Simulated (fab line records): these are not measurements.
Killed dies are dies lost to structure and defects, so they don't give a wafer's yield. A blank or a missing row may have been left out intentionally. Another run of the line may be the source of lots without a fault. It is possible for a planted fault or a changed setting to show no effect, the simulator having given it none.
Struck lot and sound lot, side by side :: flow berkeley cmos170 :: 14 steps out of a route of 331
Sound: wafers L166.4, L166.5, L166.6. Wafers L182.1, L182.4, L182.5 were the ones struck. Last of all comes the cause.
Each step with rows lists, per side, the tool, then ch with its chambers, then its first start. Under that, the readings that differ: sound wafers :: struck wafers :: difference of the means :: sigmas: that difference in standard deviations of wafers without a fault.
alike: readings with means less than 2 such deviations apart, plus words and numbers identical on both sides. not compared: withheld readings, readings lacking a value on some wafer, bounds such as >300 that could conceal the same value, and numbers that have no deviation in the record and whose values overlap.
The two part at a step that has a row with sigmas, a row that says differs or no value, or rows on one side only. Non-overlapping numbers with no deviation appear without sigmas and do not part them. A reading that every wafer of one side lacks parts them only if that side has two wafers or more.

first, 1 step without rows for these wafers: UCB170_PSD_DEVELOP_05 (develop time 45 s).
UCB170_PSD_CD_MEAS_06: the cd target is 1200 nm.
  sound on cd sem-02 at day 7 02:29; struck on cd sem-02 at day 10 20:54
  alike: cd nm
UCB170_PSD_OVL_MEAS_07:
  sound on overlay-02 at day 7 02:33; struck on overlay-02 at day 10 21:01
  alike: PSD_OVL
after that, 1 step had no rows for these wafers: UCB170_PSD_IMPLANT_08.
UCB170_PSD_STRIP_09: strips in O2.
  sound on plasma asher-02 ch 0,1, day 7 02:45; struck on plasma asher-02 ch 1, day 10 21:12
  alike: drypump motor current A, oes product au, strip time to endpoint s
  not compared: rf hours counter h
UCB170_PSD_TW_MEAS_10:
  sound on film metro-01 at day 7 02:51; struck on film metro-04 at day 10 21:18
  alike: PSD_TW
then, 6 steps without rows for these wafers: UCB170_PSD_CLEAN_11 (cleans in SPM, time 600 s); UCB170_NSD_HMDS_00 (prime time 60 s); UCB170_NSD_COAT_01 (resist thk 900 nm); UCB170_NSD_SOFTBAKE_02 (time 60 s); UCB170_NSD_EXPOSE_03 (exposes mask NSELECT MOD, target cd 1200 nm); UCB170_NSD_PEB_04.
UCB170_NSD_DEVELOP_05: develop time 45 s.
  struck on litho track-01, day 10 22:00; sound on litho track-03 ch 0, day 7 04:00
  no value came back on the struck wafers for chill plate temp C (C), develop time s (s); on the sound wafers chill plate temp C (C) reads 22.73 22.91 22.85
reading: model.KrF_of_NSD_COAT_01.thk nm (nm)
sound: 885.6 883.7 886.4
struck: 896.2 898.4 897.8
difference: +12.2
sigmas: 
UCB170_NSD_CD_MEAS_06: the cd target is 1200 nm.
  sound on cd sem-02 at day 7 04:10; struck on cd sem-02 at day 10 22:55
reading: cd nm (nm)
sound: 1199.0 1198.0 1199.7
struck: - - -
difference: no value on the struck wafers
sigmas: 

== WHERE THEY PART ==
At UCB170_NSD_DEVELOP_05 first; at UCB170_NSD_CD_MEAS_06 last (within this record only).

WHY: what had been put in by the simulator
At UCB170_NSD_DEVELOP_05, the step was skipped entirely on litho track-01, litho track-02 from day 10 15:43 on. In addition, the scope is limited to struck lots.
